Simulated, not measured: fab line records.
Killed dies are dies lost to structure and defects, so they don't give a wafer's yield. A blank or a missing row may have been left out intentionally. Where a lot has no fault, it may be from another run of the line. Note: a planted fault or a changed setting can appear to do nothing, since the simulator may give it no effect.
Shared-tool check || flow rit-cmos || Sample size 14 lots and 42 wafers

== WHAT PROMPTED THE OPENING ==
2 of 14 lots carry a flag on the reading FOX1_OXIDE_THK at RIT_FOX1_THK_MEAS_01. Fault-free wafers read 351 nm, with a standard deviation of 6.2.
Rule: a lot gets a flag if all its wafers with a number sit over 4 standard deviations from that mean, or if no wafer of it has a number. As for the other lots, they are considered sound.

{"lot": "L769", "measured": "day 1 16:50", "on": "film-metro-02", "FOX1_OXIDE_THK (nm), wafer by wafer": "355 353 357", "flag": ""}
{"lot": "L770", "measured": "day 1 23:16", "on": "film-metro-04", "FOX1_OXIDE_THK (nm), wafer by wafer": "343 340 343", "flag": ""}
{"lot": "L771", "measured": "day 2 03:11", "on": "film-metro-04", "FOX1_OXIDE_THK (nm), wafer by wafer": "354 353 347", "flag": ""}
{"lot": "L772", "measured": "day 2 07:57", "on": "film-metro-04", "FOX1_OXIDE_THK (nm), wafer by wafer": "349 346 347", "flag": ""}
{"lot": "L773", "measured": "day 2 13:01", "on": "film-metro-01", "FOX1_OXIDE_THK (nm), wafer by wafer": "359 363 361", "flag": ""}
{"lot": "L774", "measured": "day 2 17:49", "on": "film-metro-02", "FOX1_OXIDE_THK (nm), wafer by wafer": "350 352 349", "flag": ""}
{"lot": "L775", "measured": "day 2 23:21", "on": "film-metro-04", "FOX1_OXIDE_THK (nm), wafer by wafer": "356 368 357", "flag": ""}
{"lot": "L777", "measured": "day 3 10:43", "on": "film-metro-04", "FOX1_OXIDE_THK (nm), wafer by wafer": "530 527 523", "flag": "FLAGGED"}
{"lot": "L778", "measured": "day 3 15:52", "on": "film-metro-02", "FOX1_OXIDE_THK (nm), wafer by wafer": "529 539 530", "flag": "FLAGGED"}
{"lot": "L781", "measured": "day 4 04:50", "on": "film-metro-01", "FOX1_OXIDE_THK (nm), wafer by wafer": "353 352 352", "flag": ""}
{"lot": "L782", "measured": "day 4 10:01", "on": "film-metro-01", "FOX1_OXIDE_THK (nm), wafer by wafer": "346 355 356", "flag": ""}
{"lot": "L788", "measured": "day 5 15:50", "on": "film-metro-04", "FOX1_OXIDE_THK (nm), wafer by wafer": "353 349 352", "flag": ""}
{"lot": "L790", "measured": "day 6 03:22", "on": "film-metro-04", "FOX1_OXIDE_THK (nm), wafer by wafer": "357 353 353", "flag": ""}
{"lot": "L792", "measured": "day 6 12:36", "on": "film-metro-04", "FOX1_OXIDE_THK (nm), wafer by wafer": "354 348 345", "flag": ""}
Average over the flagged lots: 530 nm; offset from the usual +179 nm, equal to +29 standard deviations.

== TOOL THAT RAN EACH LOT ==
The record holds 1 process step before the reading, out of a route of 202 steps. Read each cell as the tool, then ch plus the chambers that the sampled wafers visited, then the start.
{"lot": "L769", "flag": "", "RIT_FOX1_OXIDATION_00": "furnace-04 ch 0, day 1 15:31"}
{"lot": "L770", "flag": "", "RIT_FOX1_OXIDATION_00": "furnace-04 ch 0, day 1 21:56"}
{"lot": "L771", "flag": "", "RIT_FOX1_OXIDATION_00": "furnace-04 ch 0, day 2 01:52"}
{"lot": "L772", "flag": "", "RIT_FOX1_OXIDATION_00": "furnace-04 ch 0, day 2 06:38"}
{"lot": "L773", "flag": "", "RIT_FOX1_OXIDATION_00": "furnace-01 ch 0, day 2 11:40"}
{"lot": "L774", "flag": "", "RIT_FOX1_OXIDATION_00": "furnace-02 ch 0, day 2 16:30"}
{"lot": "L775", "flag": "", "RIT_FOX1_OXIDATION_00": "furnace-02 ch 0, day 2 22:02"}
{"lot": "L777", "flag": "FLAGGED", "RIT_FOX1_OXIDATION_00": "furnace-01 ch 0, day 3 07:40 and furnace-02 ch 0, day 3 09:24"}
{"lot": "L778", "flag": "FLAGGED", "RIT_FOX1_OXIDATION_00": "furnace-01 ch 0, day 3 13:04"}
{"lot": "L781", "flag": "", "RIT_FOX1_OXIDATION_00": "furnace-01 ch 0, day 4 03:31"}
{"lot": "L782", "flag": "", "RIT_FOX1_OXIDATION_00": "furnace-02 ch 0, day 4 08:42"}
{"lot": "L788", "flag": "", "RIT_FOX1_OXIDATION_00": "furnace-01 ch 0, day 5 14:30"}
{"lot": "L790", "flag": "", "RIT_FOX1_OXIDATION_00": "furnace-04 ch 0, day 6 02:03"}
{"lot": "L792", "flag": "", "RIT_FOX1_OXIDATION_00": "furnace-04 ch 0, day 6 11:16"}
These steps, and what they do:
- RIT_FOX1_OXIDATION_00: target thk 350.7 nm, ox time 1130 s.
- RIT_FOX1_THK_MEAS_01

== FLAGGED AGAINST TOTAL, ONE TOOL AT A TIME (gauges that did the reading follow at the end) ==
{"step": "RIT_FOX1_OXIDATION_00", "tool": "furnace-01", "lots run": 5, "flagged": 2, "share of the flagged lots": "all", "sound lots run after its first flagged lot": "2 (L781,L788)"}
{"step": "RIT_FOX1_OXIDATION_00", "tool": "furnace-02", "lots run": 4, "flagged": 1, "share of the flagged lots": "some", "sound lots run after its first flagged lot": "1 (L782)"}
{"step": "RIT_FOX1_OXIDATION_00", "tool": "furnace-04", "lots run": 6, "flagged": 0, "share of the flagged lots": "none", "sound lots run after its first flagged lot": "-"}
{"step": "RIT_FOX1_THK_MEAS_01", "tool": "film-metro-01", "lots run": 3, "flagged": 0, "share of the flagged lots": "none", "sound lots run after its first flagged lot": "-"}
{"step": "RIT_FOX1_THK_MEAS_01", "tool": "film-metro-02", "lots run": 3, "flagged": 1, "share of the flagged lots": "some", "sound lots run after its first flagged lot": 0}
{"step": "RIT_FOX1_THK_MEAS_01", "tool": "film-metro-04", "lots run": 8, "flagged": 1, "share of the flagged lots": "some", "sound lots run after its first flagged lot": "3 (L788,L790,L792)"}

== WHAT IS ALLOWED BY THE TABLE ==
Rows of the table that ran each flagged lot: 1, that is furnace-01 at RIT_FOX1_OXIDATION_00.
- furnace-01 at RIT_FOX1_OXIDATION_00 ran 5 lots, 2 of them flagged. Lots that were sound ran on it after the first flagged one (L781, L788); a persistent fault on the entire tool would not allow that.
No row of the table ran every flagged lot and no sound lot after the first.

== WHAT HAD BEEN PUT IN BY THE SIMULATOR ==
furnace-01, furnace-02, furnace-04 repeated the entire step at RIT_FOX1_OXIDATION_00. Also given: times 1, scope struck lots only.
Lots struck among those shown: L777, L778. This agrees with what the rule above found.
